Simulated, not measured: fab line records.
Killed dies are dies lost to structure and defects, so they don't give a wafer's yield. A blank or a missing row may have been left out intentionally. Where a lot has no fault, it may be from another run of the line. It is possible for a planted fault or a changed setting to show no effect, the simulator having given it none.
fab line records	flow rit-cmos
record lots=5	wafers=23
route steps=202 shown SPACER@128 NSD@138 SDANNEAL@154 SILICIDE@162 CONTACT@175 M1@184
start-h: hours from the record's opening day to when the first of the lot's shown wafers began	wait-h: how many hours have passed since the lot's step before this one	" unchanged from the row above	L1.1+2: one row covering several wafers at once	- no value, or no start given	* or withheld: withheld	< > ~ a bound
route shown NAME@n: names a module that has steps shown in the file, with the first one's number in the route	usual: the fault-free wafers' mean and standard deviation	same: alike in all rows	chamber/n: place in a boat	sites: readings site by site	_std_site: the standard deviation of these	_edge_site: inner sites' mean taken away from outer sites' mean	radius-mm: how far each site lies from the wafer's centre	mask NAME#n: copy n	behind: the last tool/chamber to shape the wafer	hold: why the lot went on hold/how many hours it stayed there/how the hold came to an end	device: which transistor (n, p or np) failed to switch	end of line: the same wafers' tests at the end of the route	where a step has no rows: the recipe by itself	killed: dies lost to structure and defects at the first sort, not the wafer's yield	map: a wafer's dies, marking killed ones x, the rest . and places with no die _
set.NAME: setting as actually run; set.NAME@STEP: the setting as run at that earlier step	model.NAME: the simulator's own value behind a step, which no gauge read
lots whose settings were changed on purpose; a table a step, a row a wafer
## steps
# step RIT_SPACER_CVD_03
# recipe material=Si3N4	target-thk-nm=250	temp-c=810	precursor=SiH2Cl2/NH3	time-s=3300	pressure-mtorr=300	sih2cl2-flow-sccm=60	nh3-flow-sccm=150
lot.wafer	tool	chamber	start-h	wait-h	set.time-s	model.Si3N4_of_SPACER_CVD_03.thk-nm
L077.1	-	-	-	0.0	3526	270.4
L077.2	"	-	"	"	3526	267.7
L077.3	"	-	"	"	3526	270.1
L077.5	"	-	"	"	3526	269
L077.6	"	-	"	"	3526	269.1
L079.1	lpcvd-02	1	75.62	0.0	3300	250.3
L079.3	"	1	"	"	3300	251.7
L079.4	"	1	"	"	3300	253
L081.1+3	-	-	-	0.3	2849	217.4
L081.2	"	-	"	"	2849	218.8
L081.5	"	-	"	"	2849	217.5
L081.6	"	-	"	"	2849	217.6
L082.1	-	-	-	0.0	3300	251.9
L082.2	"	-	"	"	3300	250.8
L082.3	"	-	"	"	3300	253.4
L082.4	"	-	"	"	3300	251.6
L082.5	"	-	"	"	3300	251.2
L085.1	-	-	-	0.0	3597	272
L085.2	"	-	"	"	3597	272.8
L085.3+4	"	-	"	"	3597	271.4
L085.6	"	-	"	"	3597	270.8
# step RIT_SPACER_THK_MEAS_04
# recipe reads=Si3N4_of_SPACER_CVD_03
# usual SPACER_NITRIDE_THK=251.0/1.7
lot.wafer	tool	chamber	start-h	wait-h	set.time-s@SPACER_CVD_03	SPACER_NITRIDE_THK[nm]
L077.1	film-metro-02	-	-	-	3526	270.4
L077.2	"	-	"	"	3526	267.9
L077.3	"	-	"	"	3526	270.0
L077.5	"	-	"	"	3526	269.0
L077.6	"	-	"	"	3526	269.2
L079.1	film-metro-02	-	77.54	0.0	3300	250.3
L079.3	"	-	"	"	3300	251.5
L079.4	"	-	"	"	3300	253.0
L081.1	film-metro-04	-	-	-	2849	217.5
L081.2	"	-	"	"	2849	218.8
L081.3	"	-	"	"	2849	217.2
L081.5	"	-	"	"	2849	217.5
L081.6	"	-	"	"	2849	217.7
L082.1	film-metro-02	-	-	-	3300	252.0
L082.2	"	-	"	"	3300	250.8
L082.3	"	-	"	"	3300	253.6
L082.4	"	-	"	"	3300	251.7
L082.5	"	-	"	"	3300	251.3
L085.1	film-metro-03	-	-	-	3597	271.8
L085.2	"	-	"	"	3597	272.9
L085.3	"	-	"	"	3597	271.3
L085.4	"	-	"	"	3597	271.3
L085.6	"	-	"	"	3597	270.8
# step RIT_SPACER_ETCHBACK_05
# recipe target-depth-a=2500	SF6_flow_sccm=30	CHF3_flow_sccm=30	target=Si3N4	chemistry=SF6/CHF3	pressure-mtorr=40	rf-w=250	time-s=240	stop-on=SiO2
# usual oes-product-au=0.847/0.018
lot.wafer	tool	chamber	start-h	wait-h	set.time-s@SPACER_CVD_03	oes-product-au	model.etch.depth-nm	model.Si3N4_of_SPACER_CVD_03.thk-nm
L077.1	rie-diel-03	3	65.86	0.1	3526	0.878	270.4	211.9
L077.2	"	0	"	"	3526	0.891	267.7	208.6
L077.3	"	1	"	"	3526	0.884	270.1	212.2
L077.5	"	1	"	"	3526	0.887	-	211.3
L077.6	"	0	"	"	3526	0.883	-	210.7
L079.1	rie-diel-03	2	77.60	0.1	3300	0.843	250.3	194.5
L079.3	"	1	"	"	3300	0.854	251.7	198.2
L079.4	"	3	"	"	3300	0.841	253	199
L081.1	rie-diel-02	3	85.78	0.1	2849	0.752	-	170.2
L081.2	"	1	"	"	2849	0.784	218.8	171.8
L081.3	"	0	"	"	2849	0.760	-	169.4
L081.5	"	0	"	"	2849	0.761	217.5	170.1
L081.6	"	1	"	"	2849	0.779	-	170.4
L082.1	rie-diel-03	0	87.91	0.1	3300	0.849	251.9	197.2
L082.2	"	3	"	"	3300	0.831	250.8	197.1
L082.3	"	1	"	"	3300	0.858	253.4	199.8
L082.4	"	1	"	"	3300	0.853	251.6	198.1
L082.5	"	0	"	"	3300	0.834	251.2	196.6
L085.1	rie-diel-01	3	104.17	0.1	3597	0.905	-	213.1
L085.2	"	0	"	"	3597	0.905	-	213.2
L085.3	"	2	"	"	3597	0.867	-	211.7
L085.4	"	1	"	"	3597	0.907	271.4	212
L085.6	"	0	"	"	3597	0.908	270.8	211.9
# step RIT_NSD_HARDBAKE_07
# recipe resist=NOVOLAK	temp-c=140	time-s=60
lot.wafer	tool	chamber	start-h	wait-h	set.temp-c	model.NOVOLAK_of_NSD_COAT_01.thk-nm
L077.1	litho-track-01	0	66.90	0.0	140	883.4
L077.2	"	0	"	"	136.5	888.4
L077.3	"	0	"	"	136.5	889
L077.5	"	0	"	"	140	885.1
L077.6	"	0	"	"	140	882.4
L079.1	litho-track-02	0	78.64	0.0	140	879.1
L079.3	"	0	"	"	140	882.4
L079.4	"	0	"	"	140	883.3
L081.1	litho-track-02	0	86.82	0.0	143	882.1
L081.2	"	0	"	"	143	882.5
L081.3	"	0	"	"	140	886.4
L081.5	"	0	"	"	143	882.7
L081.6	"	0	"	"	140	888.5
L082.1	litho-track-01	0	88.95	0.0	140	881.3
L082.2	"	0	"	"	140	880.8
L082.3	"	0	"	"	140	881.1
L082.4	"	0	"	"	140	882.2
L082.5	"	0	"	"	140	880.7
L085.1	litho-track-04	0	105.20	0.0	144.2	874.8
L085.2	"	0	"	"	144.2	875.3
L085.3	"	0	"	"	144.2	877
L085.4	"	0	"	"	140	879.7
L085.6	"	0	"	"	140	879.6
# step RIT_NSD_IMPLANT_08
# recipe species=P	energy-kev=25	dose-cm2=1e+15	tilt-deg=7
lot.wafer	tool	chamber	start-h	wait-h	set.dose-cm2
L077.1+2	implanter-04	0	67.05	0.1	1.071e+15
L077.3+5+6	"	0	"	"	1e+15
L079.1+3+4	implanter-04	0	78.79	0.1	1e+15
L081.1+3	implanter-02	0	86.97	0.1	9.407e+14
L081.2+5+6	"	0	"	"	1e+15
L082.1+2+3+4+5	implanter-02	0	89.10	0.1	1e+15
L085.1+2+4	implanter-04	0	105.35	0.1	1.026e+15
L085.3+6	"	0	"	"	1e+15
# step RIT_SDANNEAL_CLEAN_01
# recipe chemistry=dHF	dilution=50:1	time-s=30
lot.wafer	tool	chamber	start-h	wait-h	set.time-s
L077.1+2+3+5+6	-	-	-	0.0	33.07
L079.1+3+4	wet-bench-01	3	80.77	0.0	30
L081.1+2+3+5+6	-	-	-	0.0	33.29
L082.1+2+3+4+5	-	-	-	0.0	27.64
L085.1+2+3+4+6	-	-	-	0.0	33.37
# step RIT_SDANNEAL_CLEAN_02
# recipe chemistry=SC2	mix=3:3:50	time-s=600	temp-c=75	dry=n2-spin
# step RIT_SDANNEAL_RTA_03
# recipe temp-c=1050	time-s=5	idle-temp-c=600	ramp-up-c-per-s=342	ramp-down-c-per-s=171	cool-to-c=600	ambient=N2
# step RIT_SDANNEAL_RS_MEAS_05
# recipe thk-meas-gauge=four-point-probe
# usual NSD_RS=84.36/0.21
lot.wafer	tool	chamber	start-h	wait-h	set.dose-cm2@NSD_IMPLANT_08	NSD_RS[ohm/sq]
L077.1	film-metro-04	-	69.43	0.1	1.071e+15	79.89
L077.2	"	-	"	"	1.071e+15	79.77
L077.3	"	-	"	"	1e+15	84.39
L077.5	"	-	"	"	1e+15	84.29
L077.6	"	-	"	"	1e+15	84.76
L079.1	film-metro-02	-	81.14	0.1	1e+15	84.59
L079.3	"	-	"	"	1e+15	84.49
L079.4	"	-	"	"	1e+15	83.97
L081.1	film-metro-02	-	89.50	0.1	9.407e+14	88.16
L081.2	"	-	"	"	1e+15	84.29
L081.3	"	-	"	"	9.407e+14	88.63
L081.5	"	-	"	"	1e+15	84.21
L081.6	"	-	"	"	1e+15	84.28
L082.1	film-metro-02	-	91.52	0.1	1e+15	83.93
L082.2	"	-	"	"	1e+15	83.87
L082.3	"	-	"	"	1e+15	84.32
L082.4	"	-	"	"	1e+15	84.17
L082.5	"	-	"	"	1e+15	84.24
L085.1	film-metro-02	-	107.96	0.1	1.026e+15	82.69
L085.2	"	-	"	"	1.026e+15	82.98
L085.3	"	-	"	"	1e+15	84.73
L085.4	"	-	"	"	1.026e+15	82.80
L085.6	"	-	"	"	1e+15	84.66
# step RIT_SILICIDE_SPUTTER_01
# recipe material=Ti	target-thk-nm=30	power-w=350	chamber-pressure-pa=0.667	gas=Ar	time-s=240	substrate-temp-c=25
lot.wafer	tool	chamber	start-h	wait-h	set.time-s	model.Ti_of_SILICIDE_SPUTTER_01.thk-nm
L077.1	pvd-sputter-01	-	69.80	0.0	214.1	26.45
L077.2	"	-	"	"	240	29.99
L077.3	"	-	"	"	214.1	25.98
L077.5	"	-	"	"	240	30.06
L077.6	"	-	"	"	214.1	26.62
L079.1	pvd-sputter-01	-	81.51	0.0	240	30.27
L079.3	"	-	"	"	240	30.07
L079.4	"	-	"	"	240	29.72
L081.1	pvd-sputter-02	-	89.87	0.0	258.4	31.7
L081.2	"	-	"	"	240	29.04
L081.3	"	-	"	"	258.4	32.37
L081.5	"	-	"	"	258.4	32.36
L081.6	"	-	"	"	240	29.69
L082.1	pvd-sputter-04	-	91.89	0.0	204.9	24.8
L082.2	"	-	"	"	240	29.39
L082.3	"	-	"	"	240	29.58
L082.4	"	-	"	"	240	28.61
L082.5	"	-	"	"	204.9	24.62
L085.1	pvd-sputter-02	-	108.33	0.0	240	29.81
L085.2	"	-	"	"	240	29.75
L085.3	"	-	"	"	240	30.26
L085.4	"	-	"	"	240	30.97
L085.6	"	-	"	"	240	29.76
# step RIT_SILICIDE_RS_MEAS_02
# recipe thk-meas-gauge=four-point-probe	reads=Ti_of_SILICIDE_SPUTTER_01
# usual SILICIDE_TI_RS=48.2/0.92
lot.wafer	tool	chamber	start-h	wait-h	set.time-s@SILICIDE_SPUTTER_01	SILICIDE_TI_RS[ohm/sq]
L077.1	film-metro-03	-	69.95	0.1	214.1	56.2
L077.2	"	-	"	"	240	47.9
L077.3	"	-	"	"	214.1	57.6
L077.5	"	-	"	"	240	47.8
L077.6	"	-	"	"	214.1	55.6
L079.1	film-metro-04	-	81.66	0.1	240	47.3
L079.3	"	-	"	"	240	47.7
L079.4	"	-	"	"	240	48.3
L081.1	film-metro-03	-	90.02	0.1	258.4	44.6
L081.2	"	-	"	"	240	49.8
L081.3	"	-	"	"	258.4	43.6
L081.5	"	-	"	"	258.4	43.5
L081.6	"	-	"	"	240	48.5
L082.1	film-metro-03	-	92.06	0.1	204.9	61.0
L082.2	"	-	"	"	240	49.2
L082.3	"	-	"	"	240	48.8
L082.4	"	-	"	"	240	50.8
L082.5	"	-	"	"	204.9	61.5
L085.1	film-metro-04	-	108.48	0.1	240	48.2
L085.2	"	-	"	"	240	48.3
L085.3	"	-	"	"	240	47.2
L085.4	"	-	"	"	240	46.0
L085.6	"	-	"	"	240	48.3
# step RIT_SILICIDE_THK_MEAS_03
# recipe thk-meas-gauge=xrf	reads=Ti_of_SILICIDE_SPUTTER_01
# usual SILICIDE_TI_THK=29.5/0.45
lot.wafer	tool	chamber	start-h	wait-h	set.time-s@SILICIDE_SPUTTER_01	SILICIDE_TI_THK[nm]
L077.1	film-metro-03	-	70.07	0.1	214.1	26.3
L077.2	"	-	"	"	240	29.7
L077.3	"	-	"	"	214.1	25.9
L077.5	"	-	"	"	240	30.1
L077.6	"	-	"	"	214.1	26.4
L079.1	film-metro-04	-	81.78	0.1	240	29.9
L079.3	"	-	"	"	240	29.6
L079.4	"	-	"	"	240	29.2
L081.1	film-metro-03	-	90.14	0.1	258.4	31.5
L081.2	"	-	"	"	240	28.8
L081.3	"	-	"	"	258.4	32.2
L081.5	"	-	"	"	258.4	32.2
L081.6	"	-	"	"	240	29.6
L082.1	film-metro-03	-	92.18	0.1	204.9	24.6
L082.2	"	-	"	"	240	29.2
L082.3	"	-	"	"	240	29.4
L082.4	"	-	"	"	240	28.5
L082.5	"	-	"	"	204.9	24.4
L085.1	film-metro-04	-	108.60	0.1	240	29.5
L085.2	"	-	"	"	240	29.4
L085.3	"	-	"	"	240	29.9
L085.4	"	-	"	"	240	30.7
L085.6	"	-	"	"	240	29.5
# step RIT_CONTACT_DEVELOP_07
# recipe resist=NOVOLAK	develop-time-s=120	dev-temp-c=23
lot.wafer	tool	chamber	start-h	wait-h	set.develop-time-s
L077.1+2+5	litho-track-03	0	-	-	120
L077.3+6	"	0	"	"	113.6
L079.1+3+4	litho-track-03	0	-	-	120
L081.1+5	litho-track-03	0	-	-	134.6
L081.2+3+6	"	0	"	"	120
L082.1+2+3+4+5	litho-track-02	0	-	-	120
L085.1+4+6	litho-track-02	0	-	-	114.4
L085.2+3	"	0	"	"	120
# step RIT_CONTACT_CD_MEAS_08
# recipe target-cd-nm=1000
# usual cd-nm=1000.6/2.7
lot.wafer	tool	chamber	start-h	wait-h	set.develop-time-s@CONTACT_DEVELOP_07	cd-nm
L077.1	cd-sem-02	-	71.51	-	120	1003.4
L077.2	"	-	"	"	120	1004.0
L077.3	"	-	"	"	113.6	1000.9
L077.5	"	-	"	"	120	1005.7
L077.6	"	-	"	"	113.6	1000.5
L079.1	cd-sem-01	-	83.12	-	120	1000.5
L079.3	"	-	"	"	120	998.0
L079.4	"	-	"	"	120	1000.4
L081.1	cd-sem-01	-	91.58	-	134.6	1010.5
L081.2	"	-	"	"	120	1001.7
L081.3	"	-	"	"	120	1000.1
L081.5	"	-	"	"	134.6	1008.3
L081.6	"	-	"	"	120	999.3
L082.1	cd-sem-02	-	93.50	-	120	1001.4
L082.2	"	-	"	"	120	999.5
L082.3	"	-	"	"	120	1001.0
L082.4	"	-	"	"	120	999.0
L082.5	"	-	"	"	120	999.5
L085.1	cd-sem-02	-	109.92	-	114.4	993.6
L085.2	"	-	"	"	120	995.9
L085.3	"	-	"	"	120	995.1
L085.4	"	-	"	"	114.4	991.9
L085.6	"	-	"	"	114.4	991.8
# step RIT_CONTACT_HARDBAKE_10
# recipe resist=NOVOLAK	temp-c=140	time-s=60
# step RIT_CONTACT_ETCH_11
# recipe target-depth-a=4800	over-etch-frac=0.2	stop-on=TiSi2	chemistry=CHF3/CF4/Ar	target=SiO2	CHF3_flow_sccm=50	cf4-flow-sccm=10	Ar_flow_sccm=100	O2_flow_sccm=5	pressure-mtorr=100	rf-w=200	time-s=320
lot.wafer	tool	chamber	start-h	wait-h	set.develop-time-s@CONTACT_DEVELOP_07	model.CONTACT.cd-nm
L077.1	rie-diel-03	2	71.81	0.1	120	1004
L077.2	"	1	"	"	120	1003
L077.3	"	3	"	"	113.6	1001
L077.5	"	3	"	"	120	1005
L077.6	"	0	"	"	113.6	1000
L079.1	rie-diel-03	1	83.43	0.1	120	1000
L079.3	"	0	"	"	120	997.9
L079.4	"	1	"	"	120	1001
L081.1	rie-diel-02	0	91.89	0.1	134.6	1010
L081.2	"	1	"	"	120	1001
L081.3	"	2	"	"	120	1000
L081.5	"	3	"	"	134.6	1008
L081.6	"	0	"	"	120	999.2
L082.1+3	rie-diel-04	3,1	93.80	0.1	120	1001
L082.2	"	2	"	"	120	999.5
L082.4	"	0	"	"	120	999.6
L082.5	"	2	"	"	120	999.9
L085.1	rie-diel-02	0	110.22	0.1	114.4	993.1
L085.2	"	3	"	"	120	995.5
L085.3	"	1	"	"	120	995.2
L085.4	"	2	"	"	114.4	992.5
L085.6	"	2	"	"	114.4	992.3
# step RIT_CONTACT_STRIP_12
# recipe chemistry=O2	time-s=180	resist=NOVOLAK	platen-temp-c=withheld	power-w=500	pressure-mtorr=4000	o2-flow-sccm=4000
# step RIT_CONTACT_CD_MEAS_90
# recipe target-cd-nm=1000
# usual cd-nm=1000.4/2.8
lot.wafer	tool	chamber	start-h	wait-h	set.develop-time-s@CONTACT_DEVELOP_07	cd-nm
L077.1	cd-sem-02	-	72.18	0.1	120	1003.8
L077.2	"	-	"	"	120	1003.2
L077.3	"	-	"	"	113.6	1001.1
L077.5	"	-	"	"	120	1005.5
L077.6	"	-	"	"	113.6	999.8
L079.1	cd-sem-02	-	83.80	0.1	120	1000.2
L079.3	"	-	"	"	120	998.0
L079.4	"	-	"	"	120	1000.5
L081.1	cd-sem-02	-	92.26	0.1	134.6	1009.8
L081.2	"	-	"	"	120	1001.4
L081.3	"	-	"	"	120	999.9
L081.5	"	-	"	"	134.6	1007.9
L081.6	"	-	"	"	120	999.4
L082.1	cd-sem-02	-	94.17	0.1	120	1000.9
L082.2	"	-	"	"	120	999.1
L082.3	"	-	"	"	120	1000.9
L082.4	"	-	"	"	120	999.8
L082.5	"	-	"	"	120	1000.1
L085.1	cd-sem-02	-	110.59	0.1	114.4	993.1
L085.2	"	-	"	"	120	995.6
L085.3	"	-	"	"	120	995.4
L085.4	"	-	"	"	114.4	992.8
L085.6	"	-	"	"	114.4	992.4
# step RIT_M1_SPUTTER_00
# recipe material=Al	target-thk-nm=400	power-w=2000	chamber-pressure-pa=0.4	gas=Ar	time-s=500	substrate-temp-c=25
lot.wafer	tool	chamber	start-h	wait-h	set.time-s	model.Al_of_M1_SPUTTER_00.thk-nm
L077.1+3	pvd-sputter-04	-	72.65	0.0	500	400.5
L077.2	"	-	"	"	500	403.2
L077.5	"	-	"	"	448.4	361.5
L077.6	"	-	"	"	448.4	354.2
L079.1	pvd-sputter-04	-	84.29	0.0	500	398.4
L079.3	"	-	"	"	500	404.4
L079.4	"	-	"	"	500	400.1
L081.1	pvd-sputter-01	-	92.90	0.0	565.5	458.4
L081.2	"	-	"	"	500	399.1
L081.3	"	-	"	"	565.5	447.5
L081.5	"	-	"	"	500	405.6
L081.6	"	-	"	"	565.5	448.8
L082.1	pvd-sputter-03	-	94.66	0.0	500	408.7
L082.2	"	-	"	"	500	399.5
L082.3	"	-	"	"	500	403.5
L082.4	"	-	"	"	500	403.9
L082.5	"	-	"	"	500	399.1
L085.1	pvd-sputter-04	-	111.32	0.0	555.4	438.4
L085.2	"	-	"	"	555.4	442.8
L085.3	"	-	"	"	555.4	442.6
L085.4	"	-	"	"	500	395.4
L085.6	"	-	"	"	500	398.8
# step RIT_M1_RS_MEAS_01
# recipe thk-meas-gauge=four-point-probe	reads=Al_of_M1_SPUTTER_00
# usual M1_AL_RS=0.0732/0.00072
lot.wafer	tool	chamber	start-h	wait-h	set.time-s@M1_SPUTTER_00	M1_AL_RS[ohm/sq]
L077.1	film-metro-04	-	72.95	0.1	500	0.0732
L077.2	"	-	"	"	500	0.0727
L077.3	"	-	"	"	500	0.0731
L077.5	"	-	"	"	448.4	0.0813
L077.6	"	-	"	"	448.4	0.0832
L079.1	film-metro-02	-	84.62	0.2	500	0.0735
L079.3	"	-	"	"	500	0.0725
L079.4	"	-	"	"	500	0.0732
L081.1	film-metro-02	-	93.20	0.1	565.5	0.0637
L081.2	"	-	"	"	500	0.0734
L081.3	"	-	"	"	565.5	0.0654
L081.5	"	-	"	"	500	0.0720
L081.6	"	-	"	"	565.5	0.0651
L082.1	film-metro-01	-	95.25	0.3	500	0.0718
L082.2	"	-	"	"	500	0.0735
L082.3	"	-	"	"	500	0.0728
L082.4	"	-	"	"	500	0.0726
L082.5	"	-	"	"	500	0.0737
L085.1	film-metro-01	-	111.62	0.1	555.4	0.0669
L085.2	"	-	"	"	555.4	0.0662
L085.3	"	-	"	"	555.4	0.0661
L085.4	"	-	"	"	500	0.0743
L085.6	"	-	"	"	500	0.0736
# step RIT_M1_THK_MEAS_02
# recipe thk-meas-gauge=xrf	reads=Al_of_M1_SPUTTER_00
# usual M1_AL_THK=399/4.2
lot.wafer	tool	chamber	start-h	wait-h	set.time-s@M1_SPUTTER_00	M1_AL_THK[nm]
L077.1	film-metro-04	-	73.07	0.1	500	398
L077.2	"	-	"	"	500	402
L077.3	"	-	"	"	500	401
L077.5	"	-	"	"	448.4	361
L077.6	"	-	"	"	448.4	355
L079.1	film-metro-02	-	84.74	0.1	500	395
L079.3	"	-	"	"	500	404
L079.4	"	-	"	"	500	400
L081.1	film-metro-02	-	93.32	0.1	565.5	455
L081.2	"	-	"	"	500	397
L081.3	"	-	"	"	565.5	444
L081.5	"	-	"	"	500	404
L081.6	"	-	"	"	565.5	449
L082.1	film-metro-01	-	95.37	0.1	500	409
L082.2	"	-	"	"	500	398
L082.3	"	-	"	"	500	402
L082.4	"	-	"	"	500	403
L082.5	"	-	"	"	500	397
L085.1	film-metro-01	-	111.74	0.1	555.4	433
L085.2	"	-	"	"	555.4	441
L085.3	"	-	"	"	555.4	438
L085.4	"	-	"	"	500	389
L085.6	"	-	"	"	500	395
## key
split step=RIT_SPACER_CVD_03	setting=time-s	stated=3300	by=lot
response step=RIT_SPACER_CVD_03	reading=model.Si3N4_of_SPACER_CVD_03.thk-nm	change=+2.43	per=1%	r=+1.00
response step=RIT_SPACER_THK_MEAS_04	reading=SPACER_NITRIDE_THK	change=+2.43	per=1%	r=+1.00
response step=RIT_SPACER_ETCHBACK_05	reading=oes-product-au	change=+0.00577	per=1%	r=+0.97
response step=RIT_SPACER_ETCHBACK_05	reading=model.etch.depth-nm	change=+2.41	per=1%	r=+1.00
response step=RIT_SPACER_ETCHBACK_05	reading=model.Si3N4_of_SPACER_CVD_03.thk-nm	change=+1.9	per=1%	r=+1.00
split step=RIT_NSD_HARDBAKE_07	setting=temp-c	stated=140	by=wafer
response step=RIT_NSD_HARDBAKE_07	reading=model.NOVOLAK_of_NSD_COAT_01.thk-nm	change=-1.77	per=1%	r=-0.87
split step=RIT_NSD_IMPLANT_08	setting=dose-cm2	stated=1e+15	by=wafer
response step=RIT_SDANNEAL_RS_MEAS_05	reading=NSD_RS	change=-0.676	per=1%	r=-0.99
split step=RIT_SDANNEAL_CLEAN_01	setting=time-s	stated=30	by=lot
response none clear
split step=RIT_SILICIDE_SPUTTER_01	setting=time-s	stated=240	by=wafer
response step=RIT_SILICIDE_SPUTTER_01	reading=model.Ti_of_SILICIDE_SPUTTER_01.thk-nm	change=+0.325	per=1%	r=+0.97
response step=RIT_SILICIDE_RS_MEAS_02	reading=SILICIDE_TI_RS	change=-0.779	per=1%	r=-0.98
response step=RIT_SILICIDE_THK_MEAS_03	reading=SILICIDE_TI_THK	change=+0.328	per=1%	r=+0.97
split step=RIT_CONTACT_DEVELOP_07	setting=develop-time-s	stated=120	by=wafer
response step=RIT_CONTACT_CD_MEAS_08	reading=cd-nm	change=+0.727	per=1%	r=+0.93
response step=RIT_CONTACT_ETCH_11	reading=model.CONTACT.cd-nm	change=+0.697	per=1%	r=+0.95
response step=RIT_CONTACT_CD_MEAS_90	reading=cd-nm	change=+0.694	per=1%	r=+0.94
split step=RIT_M1_SPUTTER_00	setting=time-s	stated=500	by=wafer
response step=RIT_M1_SPUTTER_00	reading=model.Al_of_M1_SPUTTER_00.thk-nm	change=+3.95	per=1%	r=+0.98
response step=RIT_M1_RS_MEAS_01	reading=M1_AL_RS	change=-0.000706	per=1%	r=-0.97
response step=RIT_M1_THK_MEAS_02	reading=M1_AL_THK	change=+3.95	per=1%	r=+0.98
